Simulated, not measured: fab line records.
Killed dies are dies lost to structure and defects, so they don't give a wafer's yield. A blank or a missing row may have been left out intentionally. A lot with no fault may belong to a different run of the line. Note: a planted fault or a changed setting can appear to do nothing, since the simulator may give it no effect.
2 desks, one fault ; flow berkeleyCmos170 ; every desk sees just its own numbers, and what lay behind them comes last

AT THE TOOL OWNER'S DESK: implanter-01
The tool's own readings at UCB170_PVT_IMPLANT_07: means of the sampled wafers that have a number, for each lot that ran on this tool. If a lot's mean is further than 4 standard deviations from the usual mean, the lot is out of limits and carries the mark OUT (the distance appears in the brackets).
Columns: A = endStationPressureTorr at UCB170_PVT_IMPLANT_07, usual 5.04e-06 Torr; B = tiltDeg at UCB170_PVT_IMPLANT_07, usual 6.999 degrees
lot;first seen here;A;B
L869;day 5 22:44;4.87e-06;7.008
L870;day 6 15:14;5.12e-06;7.005
L873;day 7 11:08;4.97e-06;7.934 (+52) OUT
L875;day 7 11:50;5.14e-06;7.956 (+53) OUT
L885;day 10 08:50;4.84e-06;7.006
L887;day 10 16:07;5.19e-06;6.996
This desk's finding: out of limits on L873, L875; first on L873, day 7 11:08 (tiltDeg at UCB170_PVT_IMPLANT_07). Within limits: L869, L870, L885, L887.

AT THE METROLOGY DESK
What the gauges read, lot by lot, whatever tool the lot ran on: means of the sampled wafers that have a number. If a lot's mean is further than 4 standard deviations from the usual mean, the lot is out of limits and carries the mark OUT (the distance appears in the brackets).
Columns: A = SACOX_OXIDE_THK at UCB170_SACOX_THK_MEAS_02, usual 14.45 nm; B = NVT_TW at UCB170_NVT_TW_MEAS_09, usual 526.1; C = GATE_POLY_THK at UCB170_GATE_THK_MEAS_05, usual 215.7 nm
lot;first seen here;A;B;C
L864;day 5 01:18;14.46;524.2;216.3
L865;day 5 04:04;14.55;524.9;213.3
L868;day 5 10:56;14.59;522.7;218.8
L869;day 5 10:56;14.42;524.8;217.4
L867;day 5 10:59;14.82;525.7;218.9
L870;day 6 00:16;14.18;526.2;215.9
L872;day 6 16:23;14.61;525.0;211.9
L875;day 6 23:31;14.45;527.2;217.3
L873;day 6 23:31;14.34;528.7;217.5
L878;day 7 20:28;14.01;525.0;215.4
L880;day 8 12:43;14.50;527.0;217.0
L881;day 8 18:23;14.11;528.5;215.7
L885;day 9 15:52;14.29;525.7;214.4
L887;day 9 23:42;14.60;525.1;218.3
This desk found nothing out of limits on any of the 14 lots.

TAKEN TOGETHER
On L873, L875, at day 7 11:08, an alarm was possible from the tool owner's desk.
Nothing out of limits was seen by the metrology desk.
The metrology desk has L873, L875 on record, within its limits.
Every lot named ran UCB170_PVT_IMPLANT_07 on implanter-01.

WHAT THE SIMULATOR PUT IN
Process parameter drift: implanter-01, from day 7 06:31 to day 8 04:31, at UCB170_PVT_IMPLANT_07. A move of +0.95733 in setting tiltDeg, from 7. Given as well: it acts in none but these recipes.
Shown lots that were struck: L873, L875.
Time in hours from fault onset to the first out-of-limits reading at each desk: the tool owner's desk, 5.
